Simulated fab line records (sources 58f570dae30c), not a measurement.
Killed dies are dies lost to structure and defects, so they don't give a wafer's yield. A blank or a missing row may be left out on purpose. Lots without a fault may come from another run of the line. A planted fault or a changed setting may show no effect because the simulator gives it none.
Chamber matching	flow berkeley_cmos170	UCB170_V2_CVD_00 on pecvd-02: 3 sister chambers
The step deposits SiO2 from TEOS/O2, target thk 2000 nm, time 250 s. 6 wafers are shown with their chamber, then 7 later ones without.

## WAFERS WITH THEIR CHAMBER
wafer	chamber	rf_fwd_power_W (W)	pressure_mtorr (mTorr)
L531.5	2	548.4	8977
L533.5	0	550.9	9015
L536.4	1	546.1	9016
L536.6	0	550.8	8988
L549.2	2	547.5	8992
L549.3	1	547.1	9000

## WAFERS MISSING THEIR CHAMBER
wafer	rf_fwd_power_W (W)	pressure_mtorr (mTorr)
L549.5	548.6	9004
L552.2	550.7	9009
L552.3	546.8	8959
L552.6	548.6	8968
L553.1	547.3	8981
L553.2	547.4	9013
L553.3	546.7	9025

## THE CHAMBER EACH PASSED THROUGH
wafer	from the rows above	in truth
L549.5	can't be placed: 2 or 1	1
L552.2	0	0
L552.3	can't be placed: 2 or 1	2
L552.6	2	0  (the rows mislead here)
L553.1	can't be placed: 2 or 1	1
L553.2	can't be placed: 1 or 2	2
L553.3	1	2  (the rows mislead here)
Correctly placed: 1 of 7. From these rows, 4 cannot be placed; in 4 the true chamber is one of the candidates. 2 placed wrongly.
How it was worked out, from the rows above alone: a wafer's distance from a chamber is the root of the sum, over the readings, of the square of ((its reading less the chamber's mean) divided by the reading's scatter). If the next closest chamber is less than 2 further off than the closest, the wafer can't be placed; otherwise it belongs to the closest. Each chamber's mean is taken over the wafers shown for it. The scatter: take each reading less its chamber's mean, square it, sum over the shown wafers, divide by the number of wafers less the number of chambers, and take the root.
